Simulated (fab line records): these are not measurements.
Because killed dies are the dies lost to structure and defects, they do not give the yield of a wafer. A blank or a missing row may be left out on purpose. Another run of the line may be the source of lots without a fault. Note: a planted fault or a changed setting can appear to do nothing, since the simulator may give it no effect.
Comparing a struck lot with a sound one / flow berkeley-cmos170 / 15 steps out of a route of 331
Sound: wafers L213.3, L213.4, L213.5. Wafers struck: L206.4, L206.5, L206.6. The cause comes at the end.
Per side, at each step with rows, come the tool, then ch with its chambers, and then its first start. Under that, the readings that differ: sound wafers / struck wafers / difference of the means / sigmas: that difference in standard deviations of wafers without a fault.
alike: words and numbers the same on both sides, and readings whose means are apart by under 2 such deviations; not compared: readings that were withheld, readings missing a value for some wafer, numbers with overlapping values and no deviation given by the record, and bounds like >300 which may hide the same value.
Wherever a step has rows on one side only, a row that says differs or no value, or a row with sigmas, the two part there. Numbers that have no deviation but don't overlap get no sigmas and don't part them. Lack of a reading on every wafer of one side parts them only where that side has two or more wafers.

UCB170_V1_CD_MEAS_12: target cd 700 nm.
  sound: cd-sem-01 at day 11 09:16; struck: cd-sem-01 at day 10 03:15
  alike: cd-nm
UCB170_V1_OVL_MEAS_13:
  sound: overlay-02 at day 11 09:21; struck: overlay-01 at day 10 03:20
  alike: V1_OVL
UCB170_V1_ETCH_14: etches SiO2 in CHF3/CF4/Ar, stops on Al, target depth 1250 nm, time 291 s.
  sound on rie-diel-02 ch 0,2, day 11 09:22; struck on rie-diel-02 ch 0,1,2, day 10 03:26
  alike: drypump-motor-current-A, oes-product-au, throttle-valve-pct
  not compared: rf-hours-counter-h
UCB170_V1_STRIP_15: strips in O2.
  sound on plasma-asher-04 ch 0,1, day 11 09:35; struck on plasma-asher-04 ch 0,1, day 10 03:34
  alike: chamber-pressure-mTorr, drypump-motor-current-A, o2-flow-sccm, oes-product-au, strip-time-to-endpoint-s
  not compared: rf-hours-counter-h
UCB170_V1_CD_MEAS_90: target cd 700 nm.
  sound: cd-sem-01 at day 11 09:41; struck: cd-sem-02 at day 10 03:41
  alike: cd-nm
then, 1 step without rows for these wafers: UCB170_M2_PRE_CLEAN_00 (preclean etch time 60 s).
UCB170_M2_SPUTTER_01: material Al, target thk 900 nm, time 120 s.
  sound: pvd-sputter-01 at day 11 09:50; struck: pvd-sputter-04 at day 10 03:52
  alike: throttle-valve-pct
UCB170_M2_RS_MEAS_02: uses a four-point probe to measure.
  sound: film-metro-01 at day 11 09:58; struck: film-metro-04 at day 10 03:58
  alike: M2_AL_RS
UCB170_M2_THK_MEAS_03: measures by xrf.
  sound: film-metro-01 at day 11 10:04; struck: film-metro-04 at day 10 04:03
  alike: M2_AL_THK
then, 3 steps without rows for these wafers: UCB170_M2_HMDS_04 (prime time 60 s); UCB170_M2_COAT_05 (resist thk 900 nm); UCB170_M2_SOFTBAKE_06 (time 60 s).
UCB170_M2_STRIP_07: strips in O2.
  sound on plasma-asher-03 ch 0,1, day 11 11:03; struck on plasma-asher-03 ch 0,1, day 10 05:15
  no value came back on the struck wafers for any of 5 readings (chamber-pressure-mTorr (mTorr), drypump-motor-current-A (A) and others); on the sound wafers chamber-pressure-mTorr (mTorr) reads 3498 3498 3504
reading=model.KrF_of_M2_COAT_05.thk-nm (nm); sound=0 0 0; struck=895.1 896.9 900; difference=+897.3; sigmas=
  not compared: rf-hours-counter-h
then, 1 step without rows for these wafers: UCB170_M2_STRIP_08 (strips KrF in DMSO, time 600 s).
UCB170_M3_PROBE_99:
  sound: prober-01 at day 11 20:32; struck: prober-02 at day 10 15:12
reading=model.etest.diode-nwell-sub.leak-log10-a-cm2; sound=-7.22 -7.416 -7.378; struck=-6.252 -6.275 -6.541; difference=+0.982; sigmas=
reading=model.etest.diode-nplus-pwell.leak-log10-a-cm2; sound=-7.594 -7.71 -8.103; struck=-6.562 -6.985 -6.889; difference=+0.990; sigmas=
reading=model.etest.diode-nplus-comb.leak-log10-a-cm2; sound=-7.399 -7.54 -7.476; struck=-6.917 -6.928 -6.742; difference=+0.609; sigmas=
reading=model.etest.contact-diode-array.leak-log10-a (angstrom); sound=-11.55 -11.56 -11.82; struck=-10.68 -10.91 -10.87; difference=+0.82; sigmas=
reading=model.etest.diode-pplus-nwell.leak-log10-a-cm2; sound=-7.447 -7.607 -7.479; struck=-6.872 -6.974 -6.667; difference=+0.673; sigmas=
reading=model.etest.diode-pplus-comb.leak-log10-a-cm2; sound=-7.395 -7.282 -7.205; struck=-6.459 -6.595 -6.498; difference=+0.777; sigmas=
reading=model.etest.select-edge-diode-n.leak-log10-a (angstrom); sound=-11.92 -12.04 -12.08; struck=-11.73 -11.68 -11.61; difference=+0.34; sigmas=
reading=model.etest.select-edge-diode-p.leak-log10-a (angstrom); sound=-12.16 -12.21 -12.1; struck=-11.39 -11.54 -11.4; difference=+0.71; sigmas=

WHERE THEY PART
UCB170_M2_STRIP_07 only, going by this record.

WHY: what had been put in by the simulator
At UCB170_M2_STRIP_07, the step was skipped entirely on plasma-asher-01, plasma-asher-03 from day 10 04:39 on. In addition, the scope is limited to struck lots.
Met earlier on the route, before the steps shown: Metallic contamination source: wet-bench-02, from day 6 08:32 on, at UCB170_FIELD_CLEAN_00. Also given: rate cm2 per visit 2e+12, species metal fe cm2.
